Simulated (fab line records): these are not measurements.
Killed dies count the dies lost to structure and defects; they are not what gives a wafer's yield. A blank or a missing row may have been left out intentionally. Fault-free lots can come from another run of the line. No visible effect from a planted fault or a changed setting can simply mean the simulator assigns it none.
Problem report, 8D (eight disciplines) form, completed by code | flow berkeley cmos170 | the parts of the form that need people (team, actions taken, sign-off) are left out

== 1. WHAT WENT WRONG ==
Mean GATE_POLY_THK at UCB170_GATE_THK_MEAS_05: 233.9 nm over 9 wafers in 3 lots; fault-free wafers: 214.1 nm, standard deviation 1.6. That is +12 standard deviations from the usual mean.
First observed at day 8 12:14: wafer L746.1, on film metro-04. At this step, 45 wafers from 15 lots have a number in the record. Rule for "out" (also "out of limits"): further than 4 standard deviations from the usual mean. The rest of the wafers with a number are treated as sound.

== 2. WHAT IT IS, WHAT IT ISN'T ==
question                    | is                           | is not
which readings at this step | GATE_POLY_THK                | -
which lots                  | L744, L745, L746             | L738, L739, L740, L741, L742, L753, L754, L755, L758, L759, L760, L761
which wafers of those lots  | all that have a number       | -
read on which gauges        | film metro-02, film metro-04 | film metro-01
when                        | from day 8 12:14             | up to then (15 sound wafers); but 21 sound wafers of L753, L754, L755, L758, L759, L760, L761 came after

== 3. SUSPECTS, AND WHAT RULES EACH OUT ==
Counting: any tool at a process step up to the reading is kept as a suspect provided that every lot that is out went through it and no sound lot did after the first of them.
- the gauge at UCB170_GATE_THK_MEAS_05 is ruled out. Those wafers that are out were read across 2 gauges (film metro-02, film metro-04).
- lpcvd-01 at UCB170_GATE_CVD_04 (deposits poly-Si from SiH4, time 1440 s, target thk 214 nm): ruled out as a lasting fault. After its first lot that is out, L744 (day 8 10:50), sound lots L758, L759, L760, L761 ran on it.
Left after counting: nothing in the record.

== 4. THE CAUSE (what the simulator had put in) ==
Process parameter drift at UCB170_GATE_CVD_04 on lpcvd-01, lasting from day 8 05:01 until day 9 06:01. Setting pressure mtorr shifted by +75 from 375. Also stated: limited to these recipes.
It was ruled out by counting, in error; the rule expects a fault to strike all lots run on its tool from its start on, and this fault did not.

== 5. THE EFFECT CHAIN, in route order ==
One row per reading whose mean, taken over the struck wafers that have a number, lies over 3 standard deviations from the usual. Readings are gone through only where the record gives a usual standard deviation; hours: the median, over the lots, of the time from a lot's start at the first step in this table giving one to that lot's start at this step; sigmas: the change measured in usual standard deviations.
hours | step                    | reading        | usual       | on struck wafers | change | sigmas
0     | UCB170_GATE_CVD_04      | pressure mtorr | 374.7 mTorr | 448.9            | +74.2  | +99 or more
1     | UCB170_GATE_THK_MEAS_05 | GATE_POLY_THK  | 214.1 nm    | 233.9            | +19.8  | +12
3     | UCB170_GATE_ETCH_15     | oes product au | 0.825 a.u.  | 0.879            | +0.054 | +3.3
Process steps it contains:
- UCB170_GATE_CVD_04: deposits poly-Si from SiH4, time 1440 s, target thk 214 nm.
- UCB170_GATE_ETCH_15: etches poly-Si in HBr/Cl2, stops on SiO2, time 56.3 s, target depth 278.2 nm.
Later steps that measure or inspect, where all struck wafers having a row at the step show a number for every such reading and not one has moved that far: UCB170_GATE_CD_MEAS_12.

== 6. WHAT WOULD HAVE CAUGHT IT SOONER ==
In this record the first reading out of limits at a measuring or inspecting step was taken at day 8 12:14, 7 hours after the fault began at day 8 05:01.
At UCB170_GATE_CVD_04, the tool's own readings (pressure mtorr) were out on each struck wafer the step has a row for, so an alarm limit on them would have fired on the first such wafer.
